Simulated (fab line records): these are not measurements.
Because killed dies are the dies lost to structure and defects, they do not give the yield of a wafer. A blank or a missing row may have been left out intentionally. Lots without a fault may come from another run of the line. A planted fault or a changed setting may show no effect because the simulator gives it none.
fab line records -- flow rit_cmos
[record] lots = 7, wafers = 21, last_day = 6
route steps=202 shown PWELL@49 WELLDRIVE@50 NWELL@51 NRETRO@53 PRETRO@65 GATE@75 FOX2@80 REOX@101 SPACER@125
lots that met no fault: taken from a fault-free run of the same line
start_h: start of the lot's first displayed wafer, in hours after the record's first day -- wait_h: how many hours have passed since the lot's step before this one -- " identical to the entry in the row above -- L1.1+2: a row that stands for several wafers -- - no value, or no start given -- * or withheld: withheld -- < > ~ a bound
route shown NAME@n: names a module that has steps shown in the file, with the first one's number in the route -- usual: mean/standard deviation taken from wafers without a fault -- same: alike in all rows -- chamber/n: place in a boat -- sites: readings site by site -- _std_site: standard deviation across them -- _edge_site: inner sites' mean taken away from outer sites' mean -- radius_mm: for every site, how far away it sits from the centre of the wafer -- mask NAME#n: copy n -- behind: the last tool/chamber to shape the wafer -- hold: reason for holding the lot/hours on hold/outcome of the hold -- device: the transistor (n, p or np) that didn't switch -- end of line: the same wafers' tests at the end of the route -- for a step that has no rows: nothing shown but its recipe -- killed: dies that structure and defects cost at the first sort, which is not the same as the wafer's yield -- map: dies across one wafer; x = killed, . = not, _ = none there
set.NAME: the run value of the setting; set.NAME@STEP: its run value at that earlier step -- model.NAME: the simulator's own value behind a step, which no gauge read
lots seen at some steps along the route; tables by step, rows by wafer
services: when a tool's chamber went out of use (start_h, in hours from the record's first day, below 0 if earlier), for how many hours, and the reason
[[steps]]
[step RIT_PWELL_TW_MEAS_10]
[usual] PWELL_TW = 947/12
lot.wafer,tool,chamber,start_h,wait_h,PWELL_TW
L424.2,film_metro-01,-,23.24,0.1,932
L424.4,film_metro-01,-,23.24,0.1,931
L424.6,film_metro-01,-,23.24,0.1,927
L426.1,film_metro-04,-,34.09,0.1,955
L426.2,film_metro-04,-,34.09,0.1,954
L426.4,film_metro-04,-,34.09,0.1,955
L431.2,film_metro-04,-,58.83,0.1,957
L431.4,film_metro-04,-,58.83,0.1,958
L431.5,film_metro-04,-,58.83,0.1,965
L432.1,film_metro-03,-,65.04,0.1,951
L432.3,film_metro-03,-,65.04,0.1,949
L432.6,film_metro-03,-,65.04,0.1,942
L436.3,film_metro-04,-,90.52,0.1,966
L436.4,film_metro-04,-,90.52,0.1,963
L436.5,film_metro-04,-,90.52,0.1,966
L437.1,film_metro-03,-,94.96,0.1,946
L437.3,film_metro-03,-,94.96,0.1,949
L437.6,film_metro-03,-,94.96,0.1,946
L438.4,film_metro-01,-,97.82,0.1,934
L438.5,film_metro-01,-,97.82,0.1,929
L438.6,film_metro-01,-,97.82,0.1,932
[step RIT_WELLDRIVE_ANNEAL_00]
[recipe] temp_c = 1100, time_s = 14700, ambient = N2
[step RIT_WELLDRIVE_RS_MEAS_01]
[recipe] thk_meas_gauge = four-point-probe
[usual] NWELL_RS = 274.9/0.76
lot.wafer,tool,chamber,start_h,wait_h,NWELL_RS[ohm/sq]
L424.2,film_metro-01,-,28.42,0.0,275.6
L424.4,film_metro-01,-,28.42,0.0,274.7
L424.6,film_metro-01,-,28.42,0.0,274.5
L426.1,film_metro-04,-,39.23,0.0,274.1
L426.2,film_metro-04,-,39.23,0.0,274.5
L426.4,film_metro-04,-,39.23,0.0,273.4
L431.2,film_metro-03,-,63.99,0.0,274.3
L431.4,film_metro-03,-,63.99,0.0,274.3
L431.5,film_metro-03,-,63.99,0.0,274.2
L432.1,film_metro-03,-,70.18,0.0,276.4
L432.3,film_metro-03,-,70.18,0.0,276.3
L432.6,film_metro-03,-,70.18,0.0,275.7
L436.3,film_metro-04,-,96.40,0.0,274.7
L436.4,film_metro-04,-,96.40,0.0,273.6
L436.5,film_metro-04,-,96.40,0.0,274.5
L437.1,film_metro-01,-,100.10,0.0,274.5
L437.3,film_metro-01,-,100.10,0.0,273.8
L437.6,film_metro-01,-,100.10,0.0,275.2
L438.4,film_metro-01,-,103.00,0.1,276.0
L438.5,film_metro-01,-,103.00,0.1,276.7
L438.6,film_metro-01,-,103.00,0.1,276.2
[step RIT_WELLDRIVE_RS_MEAS_02]
[recipe] thk_meas_gauge = four-point-probe
[usual] PWELL_RS = 429.1/1.4
lot.wafer,tool,chamber,start_h,wait_h,PWELL_RS[ohm/sq]
L424.2,film_metro-01,-,28.54,0.1,427.6
L424.4,film_metro-01,-,28.54,0.1,428.3
L424.6,film_metro-01,-,28.54,0.1,428.1
L426.1,film_metro-04,-,39.35,0.1,430.2
L426.2,film_metro-04,-,39.35,0.1,428.6
L426.4,film_metro-04,-,39.35,0.1,428.3
L431.2,film_metro-03,-,64.11,0.1,429.7
L431.4,film_metro-03,-,64.11,0.1,429.0
L431.5,film_metro-03,-,64.11,0.1,430.2
L432.1,film_metro-03,-,70.30,0.1,429.0
L432.3,film_metro-03,-,70.30,0.1,428.4
L432.6,film_metro-03,-,70.30,0.1,428.7
L436.3,film_metro-04,-,96.52,0.1,428.3
L436.4,film_metro-04,-,96.52,0.1,428.5
L436.5,film_metro-04,-,96.52,0.1,426.9
L437.1,film_metro-01,-,100.22,0.1,429.4
L437.3,film_metro-01,-,100.22,0.1,431.5
L437.6,film_metro-01,-,100.22,0.1,430.1
L438.4,film_metro-01,-,103.12,0.1,429.3
L438.5,film_metro-01,-,103.12,0.1,429.8
L438.6,film_metro-01,-,103.12,0.1,430.4
[step RIT_NRETRO_HMDS_00]
[recipe] prime_time_s = 60, prime_temp_c = 140
[step RIT_NRETRO_COAT_01]
[recipe] resist = NOVOLAK, spin_rpm = 2000, resist_thk_nm = 1300
[step RIT_NRETRO_SOFTBAKE_02]
[recipe] resist = NOVOLAK, temp_c = 90, time_s = 60
[step RIT_NRETRO_EXPOSE_03]
[recipe] mask_id = M4, na = 0.57, target_cd_nm = 43900, dose_mj = 250
[step RIT_NRETRO_PEB_04]
[recipe] resist = NOVOLAK, temp_c = withheld, time_s = withheld
[step RIT_NRETRO_DEVELOP_05]
[recipe] resist = NOVOLAK, develop_time_s = 68, dev_temp_c = 23
[step RIT_NRETRO_OVL_MEAS_06]
[usual] NRETRO_OVL = -0.3/1.4
lot.wafer,tool,chamber,start_h,wait_h,NRETRO_OVL[nm]
L424.2,overlay-02,-,29.53,-,-0.6
L424.4,overlay-02,-,29.53,-,-1.8
L424.6,overlay-02,-,29.53,-,-1.3
L426.1,overlay-02,-,40.47,-,-2.8
L426.2,overlay-02,-,40.47,-,-1.7
L426.4,overlay-02,-,40.47,-,-2.5
L431.2,overlay-02,-,65.22,-,0.6
L431.4,overlay-02,-,65.22,-,-0.6
L431.5,overlay-02,-,65.22,-,0.3
L432.1,overlay-02,-,71.43,-,-2.3
L432.3,overlay-02,-,71.43,-,-2.3
L432.6,overlay-02,-,71.43,-,-1.0
L436.3,overlay-02,-,97.61,-,0.1
L436.4,overlay-02,-,97.61,-,-0.2
L436.5,overlay-02,-,97.61,-,0.9
L437.1,overlay-02,-,101.27,-,-1.2
L437.3,overlay-02,-,101.27,-,-0.9
L437.6,overlay-02,-,101.27,-,-1.4
L438.4,overlay-01,-,104.07,-,0.8
L438.5,overlay-01,-,104.07,-,2.4
L438.6,overlay-01,-,104.07,-,1.1
[step RIT_NRETRO_HARDBAKE_07]
[recipe] resist = NOVOLAK, temp_c = 140, time_s = 120
[step RIT_NRETRO_IMPLANT_08]
[recipe] species = P, energy_kev = 70, dose_cm2 = 1e+13, tilt_deg = 7
[usual] implant_ion_amu = 31/0
lot.wafer,tool,chamber,start_h,wait_h,implant_ion_amu,model.implant.rp_nm,model.implant.drp_nm
L424.2,implanter-03,0,29.83,0.2,31,83.96,33.94
L424.4,implanter-03,0,29.83,0.2,31,83.96,33.94
L424.6,implanter-03,0,29.83,0.2,31,83.96,33.94
L426.1,implanter-02,0,40.76,0.2,31,86.24,33.94
L426.2,implanter-02,0,40.76,0.2,31,86.24,33.94
L426.4,implanter-02,0,40.76,0.2,31,86.24,33.94
L431.2,implanter-02,0,65.53,0.2,31,83.23,33.94
L431.4,implanter-02,0,65.53,0.2,31,83.23,33.94
L431.5,implanter-02,0,65.53,0.2,31,83.23,33.94
L432.1,implanter-01,0,71.71,0.2,31,84.56,33.94
L432.3,implanter-01,0,71.71,0.2,31,84.56,33.94
L432.6,implanter-01,0,71.71,0.2,31,84.56,33.94
L436.3,implanter-01,0,97.94,0.2,11,236.7,70.05
L436.4,implanter-01,0,97.94,0.2,11,236.7,70.05
L436.5,implanter-01,0,97.94,0.2,11,236.7,70.05
L437.1,implanter-01,0,101.56,0.2,11,244.8,70.05
L437.3,implanter-01,0,101.56,0.2,11,244.8,70.05
L437.6,implanter-01,0,101.56,0.2,11,244.8,70.05
L438.4,implanter-02,0,104.50,0.2,11,228.5,70.05
L438.5,implanter-02,0,104.50,0.2,11,228.5,70.05
L438.6,implanter-02,0,104.50,0.2,11,228.5,70.05
[step RIT_NRETRO_STRIP_09]
[recipe] chemistry = O2, time_s = 180, resist = NOVOLAK, platen_temp_c = withheld, power_w = 500, pressure_mtorr = 4000, o2_flow_sccm = 4000
[usual] chamber_pressure_mTorr = 4000/3.8, drypump_motor_current_A = 5.4/0.33, rf_refl_power_W = 7.2/1
lot.wafer,tool,chamber,start_h,wait_h,chamber_pressure_mTorr,drypump_motor_current_A,rf_hours_counter_h,rf_refl_power_W
L424.2,plasma_asher-03,1,29.96,0.1,3998,5.0,38,6.3
L424.4,plasma_asher-03,1,29.96,0.1,4001,5.0,-,6.0
L424.6,plasma_asher-03,0,29.96,0.1,4004,5.9,-,7.1
L426.1,plasma_asher-02,1,40.91,0.1,3997,5.5,25,6.4
L426.2,plasma_asher-02,0,40.91,0.1,3998,5.4,25,8.1
L426.4,plasma_asher-02,0,40.91,0.1,3998,5.4,-,8.4
L431.2,plasma_asher-04,0,65.66,0.1,4007,5.9,42,6.9
L431.4,plasma_asher-04,1,65.66,0.1,4002,5.2,-,8.9
L431.5,plasma_asher-04,0,65.66,0.1,4001,5.9,-,6.8
L432.1,plasma_asher-02,1,71.86,0.1,4003,5.4,29,6.5
L432.3,plasma_asher-02,1,71.86,0.1,3994,5.4,-,6.5
L432.6,plasma_asher-02,1,71.86,0.1,3992,5.4,-,6.7
L436.3,plasma_asher-03,1,98.10,0.1,3998,5.0,-,6.1
L436.4,plasma_asher-03,0,98.10,0.1,4000,5.9,-,6.9
L436.5,plasma_asher-03,1,98.10,0.1,3989,5.0,-,6.2
L437.1,plasma_asher-03,0,101.71,0.1,4002,5.9,45,6.9
L437.3,plasma_asher-03,0,101.71,0.1,4006,6.0,-,6.8
L437.6,plasma_asher-03,1,101.71,0.1,3999,5.0,-,5.8
L438.4,plasma_asher-03,1,104.64,0.1,3995,5.0,-,6.1
L438.5,plasma_asher-03,0,104.64,0.1,4005,5.9,-,6.8
L438.6,plasma_asher-03,1,104.64,0.1,4000,5.0,-,5.9
[step RIT_NRETRO_TW_MEAS_10]
[usual] NRETRO_TW = 1040/14
lot.wafer,tool,chamber,start_h,wait_h,hold,NRETRO_TW
L424.2,film_metro-01,-,30.14,0.1,-,1031
L424.4,film_metro-01,-,30.14,0.1,-,1026
L424.6,film_metro-01,-,30.14,0.1,-,1029
L426.1,film_metro-04,-,41.09,0.1,-,1045
L426.2,film_metro-04,-,41.09,0.1,-,1054
L426.4,film_metro-04,-,41.09,0.1,-,1054
L431.2,film_metro-04,-,65.84,0.1,-,1055
L431.4,film_metro-04,-,65.84,0.1,-,1057
L431.5,film_metro-04,-,65.84,0.1,-,1064
L432.1,film_metro-02,-,72.04,0.1,-,1034
L432.3,film_metro-02,-,72.04,0.1,-,1035
L432.6,film_metro-02,-,72.04,0.1,-,1038
L436.3,film_metro-01,-,98.23,0.1,await_dispo/0.2h/release,465
L436.4,film_metro-01,-,98.23,0.1,await_dispo/0.2h/release,463
L436.5,film_metro-01,-,98.23,0.1,await_dispo/0.2h/release,464
L436.3,film_metro-01,-,98.46,0.2,-,467
L436.4,film_metro-01,-,98.46,0.2,-,466
L436.5,film_metro-01,-,98.46,0.2,-,465
L437.1,film_metro-01,-,101.88,0.1,await_dispo/0.2h/release,466
L437.3,film_metro-01,-,101.88,0.1,await_dispo/0.2h/release,465
L437.6,film_metro-01,-,101.88,0.1,await_dispo/0.2h/release,469
L437.1,film_metro-01,-,102.11,0.2,-,465
L437.3,film_metro-01,-,102.11,0.2,-,466
L437.6,film_metro-01,-,102.11,0.2,-,466
L438.4,film_metro-02,-,104.78,0.1,await_dispo/0.2h/release,475
L438.5,film_metro-02,-,104.78,0.1,await_dispo/0.2h/release,473
L438.6,film_metro-02,-,104.78,0.1,await_dispo/0.2h/release,472
L438.4,film_metro-02,-,105.01,0.2,-,471
L438.5,film_metro-02,-,105.01,0.2,-,472
L438.6,film_metro-02,-,105.01,0.2,-,472
[step RIT_PRETRO_COAT_01]
[recipe] resist = NOVOLAK, spin_rpm = 2000, resist_thk_nm = 1300
[step RIT_PRETRO_SOFTBAKE_02]
[recipe] resist = NOVOLAK, temp_c = 90, time_s = 60
[step RIT_PRETRO_EXPOSE_03]
[recipe] mask_id = M5, na = 0.57, target_cd_nm = 43700, dose_mj = 250
[step RIT_PRETRO_PEB_04]
[recipe] resist = NOVOLAK, temp_c = withheld, time_s = withheld
[step RIT_PRETRO_DEVELOP_05]
[recipe] resist = NOVOLAK, develop_time_s = 68, dev_temp_c = 23
[step RIT_PRETRO_OVL_MEAS_06]
[usual] PRETRO_OVL = 0.2/1.2
lot.wafer,tool,chamber,start_h,wait_h,PRETRO_OVL[nm]
L424.2,overlay-01,-,31.20,-,0.7
L424.4,overlay-01,-,31.20,-,-0.1
L424.6,overlay-01,-,31.20,-,1.7
L426.1,overlay-01,-,42.03,-,1.0
L426.2,overlay-01,-,42.03,-,1.1
L426.4,overlay-01,-,42.03,-,1.7
L431.2,overlay-02,-,66.90,-,-1.8
L431.4,overlay-02,-,66.90,-,-0.9
L431.5,overlay-02,-,66.90,-,0.4
L432.1,overlay-02,-,72.98,-,-0.2
L432.3,overlay-02,-,72.98,-,-0.9
L432.6,overlay-02,-,72.98,-,-0.4
L436.3,overlay-01,-,104.77,-,2.2
L436.4,overlay-01,-,104.77,-,2.1
L436.5,overlay-01,-,104.77,-,1.3
L437.1,overlay-01,-,104.86,-,2.2
L437.3,overlay-01,-,104.86,-,2.4
L437.6,overlay-01,-,104.86,-,-0.2
L438.4,overlay-01,-,115.14,-,-0.8
L438.5,overlay-01,-,115.14,-,-0.9
L438.6,overlay-01,-,115.14,-,-2.2
[step RIT_PRETRO_HARDBAKE_07]
[recipe] resist = NOVOLAK, temp_c = 140, time_s = 120
[step RIT_PRETRO_IMPLANT_08]
[recipe] species = B, energy_kev = 45, dose_cm2 = 1.2e+13, tilt_deg = 7
[step RIT_PRETRO_STRIP_09]
[recipe] chemistry = O2, time_s = 180, resist = NOVOLAK, platen_temp_c = withheld, power_w = 500, pressure_mtorr = 4000, o2_flow_sccm = 4000
[usual] chamber_pressure_mTorr = 4000/3.2, drypump_motor_current_A = 5.44/0.26, rf_refl_power_W = 7.3/1.5
lot.wafer,tool,chamber,start_h,wait_h,chamber_pressure_mTorr,drypump_motor_current_A,rf_hours_counter_h,rf_refl_power_W
L424.2,plasma_asher-04,0,31.63,0.1,4000,5.91,38,6.5
L424.4,plasma_asher-04,1,31.63,0.1,3998,5.17,-,9.2
L424.6,plasma_asher-04,1,31.63,0.1,3999,5.23,-,9.2
L426.1,plasma_asher-04,0,42.46,0.1,3999,5.95,40,6.9
L426.2,plasma_asher-04,1,42.46,0.1,4000,5.20,40,9.2
L426.4,plasma_asher-04,0,42.46,0.1,4004,5.94,-,6.8
L431.2,plasma_asher-02,1,67.33,0.1,4002,5.41,28,6.4
L431.4,plasma_asher-02,1,67.33,0.1,4000,5.42,-,6.3
L431.5,plasma_asher-02,0,67.33,0.1,4002,5.38,-,8.2
L432.1,plasma_asher-02,0,73.41,0.1,4004,5.38,29,8.5
L432.3,plasma_asher-02,1,73.41,0.1,4000,5.39,-,6.5
L432.6,plasma_asher-02,0,73.41,0.1,3994,5.34,-,8.3
L436.3,plasma_asher-01,1,105.25,0.1,3995,5.25,-,4.0
L436.4,plasma_asher-01,0,105.25,0.1,4004,5.32,-,8.3
L436.5,plasma_asher-01,0,105.25,0.1,3998,5.34,-,8.2
L437.1,plasma_asher-02,0,105.33,0.1,3999,5.35,32,8.1
L437.3,plasma_asher-02,0,105.33,0.1,4004,5.36,-,8.3
L437.6,plasma_asher-02,0,105.33,0.1,3998,5.36,-,8.0
L438.4,plasma_asher-02,0,115.74,0.1,3997,5.37,-,8.2
L438.5,plasma_asher-02,1,115.74,0.1,3997,5.38,-,6.5
L438.6,plasma_asher-02,0,115.74,0.1,4006,5.38,-,8.1
[step RIT_PRETRO_TW_MEAS_10]
[usual] PRETRO_TW = 474/3.6
lot.wafer,tool,chamber,start_h,wait_h,PRETRO_TW
L424.2,film_metro-04,-,31.82,0.1,473
L424.4,film_metro-04,-,31.82,0.1,473
L424.6,film_metro-04,-,31.82,0.1,474
L426.1,film_metro-02,-,42.64,0.1,470
L426.2,film_metro-02,-,42.64,0.1,471
L426.4,film_metro-02,-,42.64,0.1,470
L431.2,film_metro-02,-,67.52,0.1,466
L431.4,film_metro-02,-,67.52,0.1,470
L431.5,film_metro-02,-,67.52,0.1,470
L432.1,film_metro-02,-,73.59,0.1,467
L432.3,film_metro-02,-,73.59,0.1,469
L432.6,film_metro-02,-,73.59,0.1,469
L436.3,film_metro-03,-,105.39,0.1,478
L436.4,film_metro-03,-,105.39,0.1,476
L436.5,film_metro-03,-,105.39,0.1,477
L437.1,film_metro-03,-,105.50,0.1,475
L437.3,film_metro-03,-,105.50,0.1,476
L437.6,film_metro-03,-,105.50,0.1,475
L438.4,film_metro-04,-,115.89,0.1,477
L438.5,film_metro-04,-,115.89,0.1,476
L438.6,film_metro-04,-,115.89,0.1,476
[step RIT_GATE_WET_ETCH_00]
[recipe] chemistry = BOE, target = SiO2, target_depth_nm = 56, time_s = 60, dry = n2_spin, dilution = 10:1, temp_c = 21.5
[step RIT_GATE_CLEAN_01]
[recipe] chemistry = SC1, mix = 3:3:50, time_s = 600, temp_c = 75
[step RIT_GATE_CLEAN_02]
[recipe] chemistry = dHF, dilution = 50:1, time_s = 30
[step RIT_GATE_CLEAN_03]
[recipe] chemistry = SC2, mix = 3:3:50, time_s = 600, temp_c = 75, dry = n2_spin
[step RIT_GATE_CLEAN_04]
[recipe] chemistry = dHF, dilution = 50:1, time_s = 60, dry = n2_spin
[step RIT_FOX2_THK_MEAS_91]
[recipe] reads = SiO2_of_FOX2_OXIDATION_00
[usual] FIELD_OXIDE_LEFT_2_THK = 252/5.4
lot.wafer,tool,chamber,start_h,wait_h,FIELD_OXIDE_LEFT_2_THK[nm]
L424.2,film_metro-01,-,32.30,0.0,254
L424.4,film_metro-01,-,32.30,0.0,254
L424.6,film_metro-01,-,32.30,0.0,258
L426.1,film_metro-02,-,43.16,0.0,251
L426.2,film_metro-02,-,43.16,0.0,252
L426.4,film_metro-02,-,43.16,0.0,253
L431.2,film_metro-03,-,68.01,0.0,250
L431.4,film_metro-03,-,68.01,0.0,252
L431.5,film_metro-03,-,68.01,0.0,250
L432.1,film_metro-03,-,74.08,0.0,255
L432.3,film_metro-03,-,74.08,0.0,252
L432.6,film_metro-03,-,74.08,0.0,251
L436.3,film_metro-02,-,106.02,0.1,251
L436.4,film_metro-02,-,106.02,0.1,248
L436.5,film_metro-02,-,106.02,0.1,249
L437.1,film_metro-02,-,106.07,0.0,254
L437.3,film_metro-02,-,106.07,0.0,260
L437.6,film_metro-02,-,106.07,0.0,250
L438.4,film_metro-03,-,116.37,0.0,240
L438.5,film_metro-03,-,116.37,0.0,245
L438.6,film_metro-03,-,116.37,0.0,241
[step RIT_GATE_OXIDATION_05]
[recipe] temp_c = 900, ambient = O2, target_thk_a = 30, ox_time_s = 270
[step RIT_GATE_ANNEAL_06]
[recipe] temp_c = 900, time_s = 600, ambient = N2O
[step RIT_GATE_THK_MEAS_07]
[recipe] reads = SiO2_of_GATE_OXIDATION_05
[usual] GATE_OXIDE_THK = 2.98/0.054
lot.wafer,tool,chamber,start_h,wait_h,GATE_OXIDE_THK[nm]
L424.2,film_metro-02,-,33.79,0.0,3.05
L424.4,film_metro-02,-,33.79,0.0,3.06
L424.6,film_metro-02,-,33.79,0.0,3.03
L426.1,film_metro-01,-,44.91,0.0,3.03
L426.2,film_metro-01,-,44.91,0.0,3.01
L426.4,film_metro-01,-,44.91,0.0,3.00
L431.2,film_metro-03,-,69.40,0.0,2.91
L431.4,film_metro-03,-,69.40,0.0,2.97
L431.5,film_metro-03,-,69.40,0.0,2.92
L432.1,film_metro-03,-,81.67,0.0,2.95
L432.3,film_metro-03,-,81.67,0.0,2.87
L432.6,film_metro-03,-,81.67,0.0,3.01
L437.1,film_metro-03,-,108.39,0.0,3.04
L437.3,film_metro-03,-,108.39,0.0,3.08
L437.6,film_metro-03,-,108.39,0.0,3.04
L436.3,film_metro-03,-,108.41,0.0,2.91
L436.4,film_metro-03,-,108.41,0.0,3.01
L436.5,film_metro-03,-,108.41,0.0,2.97
L438.4,film_metro-03,-,119.28,0.0,3.05
L438.5,film_metro-03,-,119.28,0.0,3.02
L438.6,film_metro-03,-,119.28,0.0,2.99
[step RIT_GATE_CVD_08]
[recipe] material = poly-Si, target_thk_nm = 250, temp_c = 610, precursor = SiH4, time_s = 2220, pressure_mtorr = 300, sih4_flow_sccm = 100
[step RIT_GATE_THK_MEAS_09]
[recipe] reads = poly-Si_of_GATE_CVD_08
[usual] GATE_POLY_THK = 250.1/2.1
lot.wafer,tool,chamber,start_h,wait_h,GATE_POLY_THK[nm]
L424.2,film_metro-01,-,35.47,0.0,249.7
L424.4,film_metro-01,-,35.47,0.0,248.5
L424.6,film_metro-01,-,35.47,0.0,249.6
L426.1,film_metro-02,-,47.40,0.0,254.7
L426.2,film_metro-02,-,47.40,0.0,251.6
L426.4,film_metro-02,-,47.40,0.0,251.3
L431.2,film_metro-03,-,71.07,0.0,251.9
L431.4,film_metro-03,-,71.07,0.0,251.4
L431.5,film_metro-03,-,71.07,0.0,250.3
L432.1,film_metro-03,-,83.35,0.0,249.5
L432.3,film_metro-03,-,83.35,0.0,251.7
L432.6,film_metro-03,-,83.35,0.0,252.0
L437.1,film_metro-01,-,110.19,0.1,255.5
L437.3,film_metro-01,-,110.19,0.1,253.8
L437.6,film_metro-01,-,110.19,0.1,251.5
L436.3,film_metro-01,-,111.08,0.1,251.6
L436.4,film_metro-01,-,111.08,0.1,251.6
L436.5,film_metro-01,-,111.08,0.1,249.3
L438.4,film_metro-01,-,120.95,0.0,250.4
L438.5,film_metro-01,-,120.95,0.0,248.9
L438.6,film_metro-01,-,120.95,0.0,251.8
[step RIT_GATE_HMDS_10]
[recipe] prime_time_s = 60, prime_temp_c = 140
[step RIT_GATE_COAT_11]
[recipe] resist = NOVOLAK, spin_rpm = 4250, resist_thk_nm = 850
[step RIT_GATE_SOFTBAKE_12]
[recipe] resist = NOVOLAK, temp_c = 90, time_s = 60
[step RIT_GATE_EXPOSE_13]
[recipe] mask_id = M6, na = 0.6, source_shape = conventional, sigma_outer = 0.6, target_cd_nm = 150, dose_mj = 380
[step RIT_GATE_PEB_14]
[recipe] resist = NOVOLAK, temp_c = withheld, time_s = withheld
[step RIT_REOX_OXIDATION_03]
[recipe] temp_c = 900, ambient = O2, target_thk_a = 252, ox_time_s = 5580
[usual] tube_center_temp_C_max = 902.3/0.37
lot.wafer,tool,chamber,start_h,wait_h,tube_center_temp_C_max,model.SiO2_of_REOX_OXIDATION_03.thk_nm
L424.2,furnace-03,0,37.86,0.4,902.2,25.97
L424.4,furnace-03,0,37.86,0.4,902.2,26.2
L424.6,furnace-03,0,37.86,0.4,902.4,25.54
L426.1,furnace-01,0,49.42,0.0,902.8,24.34
L426.2,furnace-01,0,49.42,0.0,902.1,24.42
L426.4,furnace-01,0,49.42,0.0,902.2,24.61
L431.2,furnace-01,0,73.19,0.0,901.8,25.26
L431.4,furnace-01,0,73.19,0.0,902.8,25.29
L431.5,furnace-01,0,73.19,0.0,902.5,25.09
L432.1,furnace-03,0,87.42,2.1,902.3,25.29
L432.3,furnace-03,0,87.42,2.1,902.5,25.23
L432.6,furnace-03,0,87.42,2.1,902.1,24.89
L436.3,furnace-01,0,113.51,0.3,902.2,24.9
L436.4,furnace-01,0,113.51,0.3,902.9,24.72
L436.5,furnace-01,0,113.51,0.3,901.9,25.4
L437.1,furnace-04,0,120.02,1.6,902.4,25.6
L437.3,furnace-04,0,120.02,1.6,901.8,25.51
L437.6,furnace-04,0,120.02,1.6,902.1,25.93
L438.4,furnace-03,0,124.31,0.4,902.5,24.97
L438.5,furnace-03,0,124.31,0.4,902.3,25.11
L438.6,furnace-03,0,124.31,0.4,902.8,24.85
[step RIT_SPACER_CLEAN_00]
[recipe] chemistry = SC1, mix = 3:3:50, time_s = 600, temp_c = 75
lot.wafer,tool,chamber,start_h,wait_h,model.SiO2_of_REOX_OXIDATION_03.thk_nm
L424.2,wet_bench-02,3,43.44,0.0,23.98
L424.4,wet_bench-02,3,43.44,0.0,24.17
L424.6,wet_bench-02,3,43.44,0.0,23.56
L426.1,wet_bench-03,3,54.87,0.1,22.42
L426.2,wet_bench-03,3,54.87,0.1,22.5
L426.4,wet_bench-03,3,54.87,0.1,22.66
L431.2,wet_bench-03,3,78.80,0.0,23.32
L431.4,wet_bench-03,3,78.80,0.0,23.35
L431.5,wet_bench-03,3,78.80,0.0,23.17
L432.1,wet_bench-01,0,93.00,0.1,23.33
L432.3,wet_bench-01,0,93.00,0.1,23.27
L432.6,wet_bench-01,0,93.00,0.1,22.96
L436.3,wet_bench-01,1,119.12,0.0,23
L436.4,wet_bench-01,1,119.12,0.0,22.81
L436.5,wet_bench-01,1,119.12,0.0,23.45
L437.1,wet_bench-01,2,126.41,0.1,23.64
L437.3,wet_bench-01,2,126.41,0.1,23.55
L437.6,wet_bench-01,2,126.41,0.1,23.94
L438.4,wet_bench-02,3,130.54,0.1,23.05
L438.5,wet_bench-02,3,130.54,0.1,23.18
L438.6,wet_bench-02,3,130.54,0.1,22.94
[[services]]
tool,chamber,start_h,hours,kind
implanter-02,-,11.46,0.5,repair
furnace-04,-,24.90,6.0,pm
plasma_asher-02,-,26.34,0.9,repair
implanter-02,-,30.09,2.3,repair
plasma_asher-01,-,31.89,11.1,repair
implanter-03,-,32.62,2.5,repair
furnace-01,-,41.66,4.0,pm
implanter-02,-,43.46,4.7,pm
furnace-03,-,52.84,16.2,repair
furnace-03,-,69.08,15.7,pm
furnace-04,-,86.76,3.2,pm
plasma_asher-01,-,108.75,9.0,pm
plasma_asher-01,0,108.75,9.0,vent_cycle
plasma_asher-01,1,108.75,9.0,vent_cycle
plasma_asher-04,-,116.28,1.5,repair
implanter-03,-,116.40,1.4,repair
plasma_asher-01,0,117.75,-,clean
plasma_asher-01,1,117.75,-,clean
implanter-02,-,119.19,3.6,repair
[[key]]
[first_sign] step = RIT_NRETRO_IMPLANT_08, reading = implant_ion_amu, direction = down, sigmas = 99+, usual = 31, struck = 11
[effect] step = RIT_NRETRO_TW_MEAS_10, reading = visit, direction = added
[effect] step = RIT_NRETRO_TW_MEAS_10, reading = NRETRO_TW, direction = down, sigmas = 41, usual = 1040, struck = 468
[model_effect] step = RIT_NRETRO_IMPLANT_08, value = implant.rp_nm, without = 85.34, struck = 236.7
[model_effect] step = RIT_REOX_OXIDATION_03, value = SiO2_of_REOX_OXIDATION_03.thk_nm, without = 25.08, struck = 25.22
[model_effect] step = RIT_SPACER_CLEAN_00, value = SiO2_of_REOX_OXIDATION_03.thk_nm, without = 23.15, struck = 23.28
met_at RIT_NRETRO_IMPLANT_08
struck_wafers L436.3,L436.4,L436.5,L437.1,L437.3,L437.6,L438.4,L438.5,L438.6
sort_left_out L436.3,L436.4,L436.5,L437.1,L437.3,L437.6,L438.4,L438.5,L438.6
tester_left_out L436,L437,L438
onset_between 71.71 97.94
[fault] kind = wrong_recipe_download, tool = implanter-01,implanter-02,implanter-03, chamber = -, onset_h = 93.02, steps = RIT_NRETRO_IMPLANT_08, wrong_recipe.not_listed = 1
// tester_left_out: of these lots the tester's yield and bins aren't shown, on N5 and GAA mostly nor the transistor test; their killed dies are dies lost to structure and defects alone, not to doping, threshold or leakage, so they don't give the yield
// sort_left_out: the simulated sort isn't trusted on such a fault, so these wafers' sort isn't shown, and their yield isn't known
